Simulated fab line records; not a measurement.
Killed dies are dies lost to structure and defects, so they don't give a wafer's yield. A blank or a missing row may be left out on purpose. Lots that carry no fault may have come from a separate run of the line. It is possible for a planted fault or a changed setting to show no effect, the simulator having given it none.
Split-lot trial || flow berkeley cmos170 || 23 wafers read across 5 lots, on a route 331 steps long

## ON THE SPLIT
At UCB170_ZERO_COAT_01 (resist thk 900 nm), the setting spin rpm was moved away from the recipe's 1500 rpm on 6 of the 23 wafers read, by -4.6% to +5.7%. All remaining wafers had this setting at the recipe value.

The split's own step is where the reading is taken.

## THE READING
KrF_of_ZERO_COAT_01.thk nm (the simulator's own value, which no gauge read), in nm, at UCB170_ZERO_COAT_01 (resist thk 900 nm). The file does not state a usual value for it. Average 900.4 nm, standard deviation 2.9 nm, over the 17 wafers here run with the recipe.

{"wafer": "L074.1", "tool, chamber at the split": "litho track-02, 0", "spin rpm as run, rpm": 1585, "against the recipe": "+5.7%", "KrF_of_ZERO_COAT_01.thk nm, nm": 879.3, "against lot-mates on the recipe": -22.9}
{"wafer": "L074.2", "tool, chamber at the split": "litho track-02, 0", "spin rpm as run, rpm": 1500, "against the recipe": "recipe", "KrF_of_ZERO_COAT_01.thk nm, nm": 900.8, "against lot-mates on the recipe": "-"}
{"wafer": "L074.3", "tool, chamber at the split": "litho track-02, 0", "spin rpm as run, rpm": 1500, "against the recipe": "recipe", "KrF_of_ZERO_COAT_01.thk nm, nm": 903.6, "against lot-mates on the recipe": "-"}
{"wafer": "L074.4", "tool, chamber at the split": "litho track-02, 0", "spin rpm as run, rpm": 1585, "against the recipe": "+5.7%", "KrF_of_ZERO_COAT_01.thk nm, nm": 877.2, "against lot-mates on the recipe": -25.0}
{"wafer": "L074.6", "tool, chamber at the split": "litho track-02, 0", "spin rpm as run, rpm": 1585, "against the recipe": "+5.7%", "KrF_of_ZERO_COAT_01.thk nm, nm": 876.4, "against lot-mates on the recipe": -25.8}
{"wafer": "L076.2", "tool, chamber at the split": "litho track-04, 0", "spin rpm as run, rpm": 1500, "against the recipe": "recipe", "KrF_of_ZERO_COAT_01.thk nm, nm": 903.9, "against lot-mates on the recipe": "-"}
{"wafer": "L076.3", "tool, chamber at the split": "litho track-04, 0", "spin rpm as run, rpm": 1500, "against the recipe": "recipe", "KrF_of_ZERO_COAT_01.thk nm, nm": 903.5, "against lot-mates on the recipe": "-"}
{"wafer": "L076.4", "tool, chamber at the split": "litho track-04, 0", "spin rpm as run, rpm": 1500, "against the recipe": "recipe", "KrF_of_ZERO_COAT_01.thk nm, nm": 905.9, "against lot-mates on the recipe": "-"}
{"wafer": "L076.5", "tool, chamber at the split": "litho track-04, 0", "spin rpm as run, rpm": 1500, "against the recipe": "recipe", "KrF_of_ZERO_COAT_01.thk nm, nm": 902.1, "against lot-mates on the recipe": "-"}
{"wafer": "L076.6", "tool, chamber at the split": "litho track-04, 0", "spin rpm as run, rpm": 1500, "against the recipe": "recipe", "KrF_of_ZERO_COAT_01.thk nm, nm": 904, "against lot-mates on the recipe": "-"}
{"wafer": "L077.1", "tool, chamber at the split": "litho track-04, 0", "spin rpm as run, rpm": 1500, "against the recipe": "recipe", "KrF_of_ZERO_COAT_01.thk nm, nm": 897.9, "against lot-mates on the recipe": "-"}
{"wafer": "L077.2", "tool, chamber at the split": "litho track-04, 0", "spin rpm as run, rpm": 1500, "against the recipe": "recipe", "KrF_of_ZERO_COAT_01.thk nm, nm": 900.5, "against lot-mates on the recipe": "-"}
{"wafer": "L077.3", "tool, chamber at the split": "litho track-04, 0", "spin rpm as run, rpm": 1500, "against the recipe": "recipe", "KrF_of_ZERO_COAT_01.thk nm, nm": 900.4, "against lot-mates on the recipe": "-"}
{"wafer": "L077.5", "tool, chamber at the split": "litho track-04, 0", "spin rpm as run, rpm": 1500, "against the recipe": "recipe", "KrF_of_ZERO_COAT_01.thk nm, nm": 898.2, "against lot-mates on the recipe": "-"}
{"wafer": "L077.6", "tool, chamber at the split": "litho track-04, 0", "spin rpm as run, rpm": 1500, "against the recipe": "recipe", "KrF_of_ZERO_COAT_01.thk nm, nm": 899.3, "against lot-mates on the recipe": "-"}
{"wafer": "L079.1", "tool, chamber at the split": "litho track-02, 0", "spin rpm as run, rpm": 1500, "against the recipe": "recipe", "KrF_of_ZERO_COAT_01.thk nm, nm": 897.3, "against lot-mates on the recipe": "-"}
{"wafer": "L079.3", "tool, chamber at the split": "litho track-02, 0", "spin rpm as run, rpm": 1500, "against the recipe": "recipe", "KrF_of_ZERO_COAT_01.thk nm, nm": 896.5, "against lot-mates on the recipe": "-"}
{"wafer": "L079.6", "tool, chamber at the split": "litho track-02, 0", "spin rpm as run, rpm": 1500, "against the recipe": "recipe", "KrF_of_ZERO_COAT_01.thk nm, nm": 895.4, "against lot-mates on the recipe": "-"}
{"wafer": "L080.1", "tool, chamber at the split": "litho track-03, 0", "spin rpm as run, rpm": 1431, "against the recipe": "-4.6%", "KrF_of_ZERO_COAT_01.thk nm, nm": 920.7, "against lot-mates on the recipe": "+22.0"}
{"wafer": "L080.3", "tool, chamber at the split": "litho track-03, 0", "spin rpm as run, rpm": 1431, "against the recipe": "-4.6%", "KrF_of_ZERO_COAT_01.thk nm, nm": 920.7, "against lot-mates on the recipe": "+22.0"}
{"wafer": "L080.2", "tool, chamber at the split": "litho track-03, 0", "spin rpm as run, rpm": 1500, "against the recipe": "recipe", "KrF_of_ZERO_COAT_01.thk nm, nm": 899, "against lot-mates on the recipe": "-"}
{"wafer": "L080.4", "tool, chamber at the split": "litho track-03, 0", "spin rpm as run, rpm": 1500, "against the recipe": "recipe", "KrF_of_ZERO_COAT_01.thk nm, nm": 898.5, "against lot-mates on the recipe": "-"}
{"wafer": "L080.5", "tool, chamber at the split": "litho track-03, 0", "spin rpm as run, rpm": 1431, "against the recipe": "-4.6%", "KrF_of_ZERO_COAT_01.thk nm, nm": 917.9, "against lot-mates on the recipe": "+19.1"}

THE FIT
A straight line over all 23 wafers: KrF_of_ZERO_COAT_01.thk nm changes by -4.1 nm for each +1% of spin rpm; r = -0.97; the points scatter about the line by 2.7 nm.
The same after taking each lot's own level away (the mean of its wafers on the recipe; 23 wafers): -4.43 nm for each +1%; r = -1.00; scatter 1.2 nm.
On that fit, the largest move of spin rpm shifts the reading by 25 nm.
The span of the lots' own levels, 896.40 to 903.88 nm, comes to 2.6 times the standard deviation stated above.
Hence the lot-to-lot level has little effect on the slope; both slopes agree.
Check: -25.6 nm against its lot-mates is what the line predicts for one of the wafers moved furthest among these (+5.7%) when that wafer is left out of the fit. It came out at -22.9 nm against them.

## THE WHOLE CHAIN: every reading that the file lists as answering this split, in the file's order
{"step": "UCB170_ZERO_COAT_01", "what it does": "resist thk 900 nm", "reading": "KrF_of_ZERO_COAT_01.thk nm (the simulator's own value, which no gauge read)", "change (the file's fit)": "-4.43 nm for each +1% of the setting", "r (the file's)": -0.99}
{"step": "UCB170_ZERO_STRIP_07", "what it does": "strips in O2", "reading": "strip time to endpoint s", "change (the file's fit)": "withheld for each +1% of the setting", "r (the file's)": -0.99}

## THE FILE'S OWN FIT
KrF_of_ZERO_COAT_01.thk nm changes by -4.43 nm for each +1% of spin rpm, r = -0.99.
